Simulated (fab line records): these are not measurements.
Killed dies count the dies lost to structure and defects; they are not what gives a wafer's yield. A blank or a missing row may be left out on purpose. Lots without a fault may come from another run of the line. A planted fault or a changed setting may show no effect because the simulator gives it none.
Which tool did it?    flow ritCmos    13 lots with 39 wafers sampled at 2 steps, on a route of 202 steps

## WHAT THE GAUGES SHOWED, per wafer
RIT_GATE_THK_MEAS_07.
lot   measured     on            GATE_OXIDE_THK (nm)
L718  day 2 16:34  filmMetro-03  3.07 3.04 2.99
L719  day 2 22:27  filmMetro-02  3.06 3.08 3.12
L720  day 3 05:20  filmMetro-04  2.93 2.93 3.02
L721  day 3 09:36  filmMetro-04  2.93 3.03 2.89
L722  day 3 17:57  filmMetro-02  3.05 3.02 3.06
L723  day 4 00:37  filmMetro-03  3.09 3.05 3.06
L724  day 4 05:47  filmMetro-04  3.01 3.04 3.06
L726  day 4 09:40  filmMetro-03  2.80 2.77 2.76
L728  day 4 21:16  filmMetro-02  2.84 2.81 2.83
L729  day 5 01:19  filmMetro-02  3.00 2.95 2.97
L734  day 5 21:46  filmMetro-04  2.90 3.05 3.04
L737  day 6 11:09  filmMetro-02  3.08 3.02 3.01
L740  day 7 05:17  filmMetro-04  3.03 3.00 3.05

## EACH LOT AND THE TOOL THAT RAN IT (in order: tool; ch and the chambers of the sampled wafers; start)
lot   RIT_GATE_OXIDATION_05
L718  furnace-03 ch 0, day 2 11:22
L719  furnace-03 ch 0, day 2 19:49
L720  furnace-04 ch 0, day 3 03:03
L721  furnace-04 ch 0, day 3 07:13
L722  furnace-04 ch 0, day 3 15:18
L723  furnace-01 ch 0, day 3 20:02
L724  furnace-04 ch 0, day 4 00:35
L726  furnace-04 ch 0, day 4 07:43
L728  furnace-04 ch 0, day 4 19:55
L729  furnace-01 ch 0, day 4 22:43
L734  furnace-01 ch 0, day 5 19:38
L737  furnace-01 ch 0, day 6 09:50
L740  furnace-01 ch 0, day 7 00:52
- RIT_GATE_OXIDATION_05: target thk 3 nm, ox time 270 s.

## WHAT THE TOOLS THEMSELVES READ (means of the sampled wafers that have a number; where no wafer has one, the mark that the record gives instead)
The record holds no such reading with a usual standard deviation.

## THE ANSWER, worked out from the rows above alone
Rule: the lots themselves supply what counts as usual. The widest of any qualifying gaps counts: lots, ordered by their means at a reading, are off when they make up no more than a third of the lots, leave a main group of 4 or more, and stand apart from it by 3 or more times the standard deviation of that group's means. A main group whose means are all the same, to the digits that the tables above print for the reading, isn't used. A lot without any number at a reading at which 4 lots or more have one is off too. All remaining lots with rows at the step are treated as sound. First the gauges in route order, then the tools' own readings, where a lot's mean is used as printed above. The first step at which some lot is off is used, and at that step the reading that is off furthest; a lot without a number counts as furthest.
Across all readings shown, no lot is off: no conclusion can be drawn from this.

## WHAT WAS PUT IN BY THE SIMULATOR
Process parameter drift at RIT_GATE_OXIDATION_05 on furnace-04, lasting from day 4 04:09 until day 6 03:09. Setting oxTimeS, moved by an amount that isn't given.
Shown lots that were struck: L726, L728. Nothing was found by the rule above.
